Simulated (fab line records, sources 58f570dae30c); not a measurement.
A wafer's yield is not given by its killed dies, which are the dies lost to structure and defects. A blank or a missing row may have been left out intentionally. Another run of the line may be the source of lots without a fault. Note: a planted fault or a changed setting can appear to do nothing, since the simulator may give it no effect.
Matching of chambers ; flow berkeley-cmos170 ; UCB170_GATE_ETCH_15 on rie-si-02: 4 sister chambers
The step etches poly-Si in HBr/Cl2, stops on SiO2, time 56.3 s, target depth 278.2 nm. 8 wafers are shown with their chamber, then 7 later ones without.

== EACH WAFER AND ITS CHAMBER ==
wafer;chamber;drypump-motor-current-A (A);throttle-valve-pct (%)
L773.3;0;5.6;26.81
L780.4;3;5.4;26.61
L778.2;0;5.6;26.81
L778.3;1;6.1;26.14
L783.4;1;6.1;26.13
L783.6;2;4.9;26.36
L782.4;2;4.9;26.36
L782.5;3;5.5;26.59

== WAFERS WITH NO CHAMBER GIVEN ==
wafer;drypump-motor-current-A (A);throttle-valve-pct (%)
L782.6;6.1;26.15
L793.1;6.1;26.13
L793.3;5.5;26.61
L793.6;6.1;26.13
L795.3;5.5;26.59
L795.4;4.9;26.36
L795.5;6.1;26.13

== CHAMBER TAKEN BY EACH ==
wafer;from the rows above;in truth
L782.6;1;1
L793.1;1;1
L793.3;3;3
L793.6;1;1
L795.3;3;3
L795.4;2;2
L795.5;1;1
Placed correctly: 7 of 7. Number that these rows cannot place: 0. Placed wrongly: 0.
How it was worked out, from the rows above alone: a wafer's distance from a chamber is the root of the sum, over the readings, of the square of ((its reading less the chamber's mean) divided by the reading's scatter). The wafer belongs to the nearest chamber; if the next one is less than 2 further off, it can't be placed. A chamber's mean is the mean of its shown wafers. The scatter is the square root of a quotient: the sum, over the shown wafers, of each reading's squared deviation from its chamber's mean, divided by wafers minus chambers.
